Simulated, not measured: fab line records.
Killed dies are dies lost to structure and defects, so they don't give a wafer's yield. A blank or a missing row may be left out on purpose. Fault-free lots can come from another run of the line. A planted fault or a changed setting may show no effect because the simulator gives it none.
fab line records -- flow rit_cmos
record lots=6, wafers=18, last_day=7
route steps=202 shown PRETRO@65 GATE@75 M1@202
lots with no fault: from the same line, run without faults
start_h: hours from the record's first day to the start of the lot's first wafer shown -- wait_h: time in hours since the lot's previous step -- " the same as in the row above -- L1.1+2: several wafers, shown together as one row -- - no value present, or no start provided -- * or withheld: withheld -- < > ~ a bound
route shown NAME@n: a module of which the file shows steps, and the number in the route of the first -- usual: mean and standard deviation over wafers with no fault -- same: alike in all rows -- chamber/n: place in a boat -- sites: readings site by site -- _std_site: standard deviation of those values -- _edge_site: the outer-site mean with the inner-site mean subtracted -- radius_mm: how far each site lies from the wafer's centre -- mask NAME#n: copy n -- behind: tool/chamber where the wafer was last shaped -- hold: why the lot was held/for how many hours/how that ended -- device: names the non-switching transistor (n, p or np) -- end of line: the route-end tests of the same wafers -- where a step has no rows: the recipe by itself -- killed: at the first sort, the dies lost to defects and structure; wafer yield is something else -- map: a wafer's dies, x killed, . not, _ none there
set.NAME: the setting that was run; set.NAME@STEP: the one run at that earlier step -- model.NAME: the simulator's own value behind a step, which no gauge read
lots at some steps of the route; a table a step, a row a wafer
services: the hour from which a tool's chamber was out of use, counted from the record's first day as start_h (under 0 if before that day), plus the number of hours and why
## steps
# step RIT_PRETRO_COAT_01
# recipe resist=NOVOLAK, spin_rpm=2000, resist_thk_nm=1300
# step RIT_PRETRO_SOFTBAKE_02
# recipe resist=NOVOLAK, temp_c=90, time_s=60
# step RIT_PRETRO_EXPOSE_03
# recipe mask_id=M5, na=0.57, target_cd_nm=43700, dose_mj=250
# step RIT_PRETRO_PEB_04
# recipe resist=NOVOLAK, temp_c=withheld, time_s=withheld
# step RIT_PRETRO_DEVELOP_05
# recipe resist=NOVOLAK, develop_time_s=68, dev_temp_c=23
# step RIT_PRETRO_OVL_MEAS_06
# usual PRETRO_OVL=1.2/1.5
lot.wafer,tool,chamber,start_h,wait_h,PRETRO_OVL[nm]
L440.1,overlay-01,-,32.57,-,-0.5
L440.2,overlay-01,-,32.57,-,0.2
L440.3,overlay-01,-,32.57,-,-0.8
L449.1,overlay-01,-,79.93,-,1.9
L449.3,overlay-01,-,79.93,-,0.6
L449.4,overlay-01,-,79.93,-,-0.2
L452.1,overlay-01,-,94.81,-,-0.3
L452.2,overlay-01,-,94.81,-,2.2
L452.6,overlay-01,-,94.81,-,0.7
L456.1,overlay-02,-,113.85,-,2.0
L456.2,overlay-02,-,113.85,-,3.1
L456.4,overlay-02,-,113.85,-,2.3
L460.1,overlay-02,-,131.63,-,-0.9
L460.3,overlay-02,-,131.63,-,-0.7
L460.6,overlay-02,-,131.63,-,0.4
L463.1,overlay-01,-,147.93,-,-2.2
L463.3,overlay-01,-,147.93,-,-1.6
L463.4,overlay-01,-,147.93,-,0.7
# step RIT_PRETRO_HARDBAKE_07
# recipe resist=NOVOLAK, temp_c=140, time_s=120
# step RIT_PRETRO_IMPLANT_08
# recipe species=B, energy_kev=45, dose_cm2=1.2e+13, tilt_deg=7
# step RIT_PRETRO_STRIP_09
# recipe chemistry=O2, time_s=180, resist=NOVOLAK, platen_temp_c=withheld, power_w=500, pressure_mtorr=4000, o2_flow_sccm=4000
# usual drypump_motor_current_A=5.5/0.57, rf_refl_power_W=7.2/0.77
lot.wafer,tool,chamber,start_h,wait_h,drypump_motor_current_A,rf_hours_counter_h,rf_refl_power_W
L440.1,plasma_asher-03,1,33.00,0.1,5.4,43,6.5
L440.2,plasma_asher-03,0,33.00,0.1,5.8,43,7.6
L440.3,plasma_asher-03,0,33.00,0.1,5.8,-,8.6
L449.1,plasma_asher-03,0,80.37,0.1,5.8,49,8.0
L449.3,plasma_asher-03,0,80.37,0.1,5.8,-,8.0
L449.4,plasma_asher-03,1,80.37,0.1,5.4,-,6.3
L452.1,plasma_asher-01,1,95.25,0.1,4.7,37,6.3
L452.2,plasma_asher-01,0,95.25,0.1,5.3,37,7.7
L452.6,plasma_asher-01,1,95.25,0.1,4.7,-,6.3
L456.1,plasma_asher-02,0,114.28,0.1,6.4,29,7.1
L456.2,plasma_asher-02,1,114.28,0.1,4.9,29,7.6
L456.4,plasma_asher-02,1,114.28,0.1,4.9,-,7.6
L460.1,plasma_asher-02,0,132.07,0.1,6.5,31,6.7
L460.3,plasma_asher-02,0,132.07,0.1,6.5,-,6.4
L460.6,plasma_asher-02,0,132.07,0.1,6.5,-,6.5
L463.1,plasma_asher-02,1,148.36,0.1,5.0,33,7.7
L463.3,plasma_asher-02,0,148.36,0.1,6.5,-,6.8
L463.4,plasma_asher-02,1,148.36,0.1,5.0,-,7.6
# step RIT_PRETRO_TW_MEAS_10
# usual PRETRO_TW=470/3.3
lot.wafer,tool,chamber,start_h,wait_h,PRETRO_TW
L440.1,film_metro-04,-,33.18,0.1,468
L440.2,film_metro-04,-,33.18,0.1,470
L440.3,film_metro-04,-,33.18,0.1,470
L449.1,film_metro-04,-,80.55,0.1,474
L449.3,film_metro-04,-,80.55,0.1,471
L449.4,film_metro-04,-,80.55,0.1,472
L452.1,film_metro-02,-,95.42,0.1,472
L452.2,film_metro-02,-,95.42,0.1,468
L452.6,film_metro-02,-,95.42,0.1,469
L456.1,film_metro-04,-,114.46,0.1,469
L456.2,film_metro-04,-,114.46,0.1,468
L456.4,film_metro-04,-,114.46,0.1,465
L460.1,film_metro-04,-,132.24,0.1,468
L460.3,film_metro-04,-,132.24,0.1,468
L460.6,film_metro-04,-,132.24,0.1,467
L463.1,film_metro-04,-,148.54,0.1,466
L463.3,film_metro-04,-,148.54,0.1,465
L463.4,film_metro-04,-,148.54,0.1,466
# step RIT_GATE_WET_ETCH_00
# recipe chemistry=BOE, target=SiO2, target_depth_nm=56, time_s=60, dry=n2_spin, dilution=10:1, temp_c=21.5
# step RIT_GATE_CLEAN_01
# recipe chemistry=SC1, mix=3:3:50, time_s=600, temp_c=75
# step RIT_GATE_CLEAN_02
# recipe chemistry=dHF, dilution=50:1, time_s=30
# usual run_length_s=58.1/2.3
lot.wafer,tool,chamber,start_h,wait_h,run_length_s
L440.1,wet_bench-02,0,33.44,0.0,57.1
L440.2,wet_bench-02,0,33.44,0.0,57.1
L440.3,wet_bench-02,0,33.44,0.0,57.1
L449.1,wet_bench-03,0,80.81,0.0,57.7
L449.3,wet_bench-03,0,80.81,0.0,57.7
L449.4,wet_bench-03,0,80.81,0.0,57.7
L452.1,wet_bench-02,1,95.70,0.0,61.3
L452.2,wet_bench-02,1,95.70,0.0,61.3
L452.6,wet_bench-02,1,95.70,0.0,61.3
L456.1,wet_bench-03,1,114.72,0.0,78.2
L456.2,wet_bench-03,1,114.72,0.0,78.2
L456.4,wet_bench-03,1,114.72,0.0,78.2
L460.1,wet_bench-03,3,132.52,0.0,71.8
L460.3,wet_bench-03,3,132.52,0.0,71.8
L460.6,wet_bench-03,3,132.52,0.0,71.8
L463.1,wet_bench-04,2,148.80,0.0,56.0
L463.3,wet_bench-04,2,148.80,0.0,56.0
L463.4,wet_bench-04,2,148.80,0.0,56.0
# step RIT_GATE_CLEAN_03
# recipe chemistry=SC2, mix=3:3:50, time_s=600, temp_c=75, dry=n2_spin
# step RIT_M1_PROBE_99
# usual killed_at_contacts=0.0/0.22, killed_at_front_end=6.6/3, killed_dies=6.6/3, killed_open=3.4/2, killed_short=3.2/2
# same gross_dies=264, killed_at_M0_to_M3=0, killed_at_M4_up=0, killed_at_back_side=0, killed_at_other=0
lot.wafer,tool,chamber,start_h,wait_h,killed_at_contacts,killed_at_front_end,killed_dies,killed_open,killed_short
L440.1,prober-01,-,63.43,0.1,0,7,7,1,5
L440.2,prober-01,-,63.48,0.1,0,7,7,2,4
L440.3,prober-01,-,63.53,0.2,0,11,11,4,7
L449.1,prober-02,-,108.82,0.1,0,6,6,2,4
L449.3,prober-02,-,108.92,0.2,0,8,8,2,6
L449.4,prober-02,-,108.97,0.2,0,2,2,1,1
L452.1,prober-01,-,122.75,0.1,0,4,4,0,4
L452.2,prober-01,-,122.80,0.1,0,6,6,5,1
L452.6,prober-01,-,123.00,0.2,0,9,9,1,8
L456.1,prober-02,-,142.02,0.1,0,5,5,2,3
L456.2,prober-02,-,142.07,0.1,0,4,4,3,1
L456.4,prober-02,-,142.17,0.2,0,11,11,5,6
L460.1,prober-02,-,158.64,0.1,0,10,10,6,4
L460.3,prober-02,-,158.74,0.2,0,6,6,3,3
L460.6,prober-02,-,158.89,0.2,0,8,8,5,3
L463.1,prober-01,-,177.28,0.1,0,7,7,1,6
L463.3,prober-01,-,177.38,0.2,1,10,11,5,6
L463.4,prober-01,-,177.43,0.2,0,6,6,3,3
# killed by level:class
L440.1 GATE:geometric_particle:short=2 REOX:geometric_particle:short=2 REOX:geometric_particle:open=1 SILICIDE:geometric_particle:short=1 NWELL:coat_microbubble_printed=1
L440.2 REOX:geometric_particle:short=3 FOX1:geometric_particle:open=1 GATE:geometric_particle:open=1 SILICIDE:geometric_particle:short=1 PWELL:coat_microbubble_printed=1
L440.3 REOX:geometric_particle:open=3 FOX1:geometric_particle:short=2 GATE:geometric_particle:short=2 SPACER:geometric_particle:short=1 GATE:geometric_particle:open=1 REOX:geometric_particle:short=1 SILICIDE:geometric_particle:short=1
L449.1 FOX2:geometric_particle:short=1 FOX2:geometric_particle:open=1 GATE:geometric_particle:short=1 GATE:geometric_particle:open=1 REOX:geometric_particle:short=1 SPACER:geometric_particle:short=1
L449.3 FOX1:geometric_particle:short=2 SPACER:geometric_particle:short=2 FOX1:geometric_particle:open=1 FOX2:geometric_particle:open=1 GATE:geometric_particle:short=1 REOX:geometric_particle:short=1
L449.4 SPACER:geometric_particle:short=1 SILICIDE:geometric_particle:open=1
L452.1 FOX2:geometric_particle:short=1 GATE:geometric_particle:short=1 REOX:geometric_particle:short=1 SILICIDE:geometric_particle:short=1
L452.2 GATE:geometric_particle:open=4 FOX1:geometric_particle:open=1 GATE:geometric_particle:short=1
L452.6 GATE:geometric_particle:short=6 FOX1:geometric_particle:short=1 SPACER:geometric_particle:short=1 SPACER:geometric_particle:open=1
L456.1 GATE:geometric_particle:short=1 GATE:geometric_particle:open=1 REOX:geometric_particle:short=1 SPACER:geometric_particle:open=1 SILICIDE:geometric_particle:short=1
L456.2 SPACER:geometric_particle:open=3 GATE:geometric_particle:short=1
L456.4 FOX2:geometric_particle:short=3 FOX1:geometric_particle:open=1 FOX2:geometric_particle:open=1 GATE:geometric_particle:open=1 GATE:geometric_particle:short=1 REOX:geometric_particle:short=1 REOX:geometric_particle:open=1 SILICIDE:geometric_particle:open=1
L460.1 GATE:geometric_particle:open=2 SILICIDE:geometric_particle:open=2 FOX1:geometric_particle:short=1 FOX2:geometric_particle:short=1 GATE:geometric_particle:short=1 REOX:geometric_particle:open=1 SPACER:geometric_particle:open=1 SILICIDE:geometric_particle:short=1
L460.3 FOX1:geometric_particle:short=2 FOX2:geometric_particle:short=1 GATE:geometric_particle:open=1 REOX:geometric_particle:open=1 SILICIDE:geometric_particle:open=1
L460.6 GATE:geometric_particle:open=2 FOX1:geometric_particle:open=1 FOX2:geometric_particle:short=1 GATE:geometric_particle:short=1 SPACER:geometric_particle:open=1 SILICIDE:geometric_particle:open=1 SILICIDE:geometric_particle:short=1
L463.1 FOX2:geometric_particle:short=3 FOX1:geometric_particle:short=1 FOX2:geometric_particle:open=1 GATE:geometric_particle:short=1 REOX:geometric_particle:short=1
L463.3 FOX1:geometric_particle:short=3 GATE:geometric_particle:open=2 SILICIDE:geometric_particle:open=2 FOX1:geometric_particle:open=1 SILICIDE:geometric_particle:short=1 GATE:geometric_particle:short=1 CONTACT:geometric_particle:short=1
L463.4 GATE:geometric_particle:open=2 FOX2:geometric_particle:short=1 GATE:geometric_particle:short=1 REOX:geometric_particle:short=1 REOX:geometric_particle:open=1
## services
tool,chamber,start_h,hours,kind
plasma_asher-03,-,27.69,0.9,repair
plasma_asher-01,-,38.42,0.3,repair
plasma_asher-01,-,108.75,9.0,pm
plasma_asher-01,0,108.75,9.0,vent_cycle
plasma_asher-01,1,108.75,9.0,vent_cycle
plasma_asher-01,0,117.75,-,clean
plasma_asher-01,1,117.75,-,clean
plasma_asher-03,-,141.43,21.2,repair
## key
first_sign step=RIT_GATE_CLEAN_02, reading=run_length_s, direction=up, sigmas=7.5, usual=*, struck=*
effect none on later readings
met_at RIT_GATE_CLEAN_02
struck_wafers L456.1,L456.2,L456.4,L460.1,L460.3,L460.6
tester_left_out L456,L460
onset_between 80.81 114.72
fault kind=process_parameter_drift, tool=wet_bench-03, chamber=-, onset_h=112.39, steps=RIT_GATE_CLEAN_02, channel=time_s, offset=*, shape=step, end_h=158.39, acts_in=*, stated=*
# tester_left_out: of these lots the tester's yield and bins aren't shown, on N5 and GAA mostly nor the transistor test; their killed dies are dies lost to structure and defects alone, not to doping, threshold or leakage, so they don't give the yield
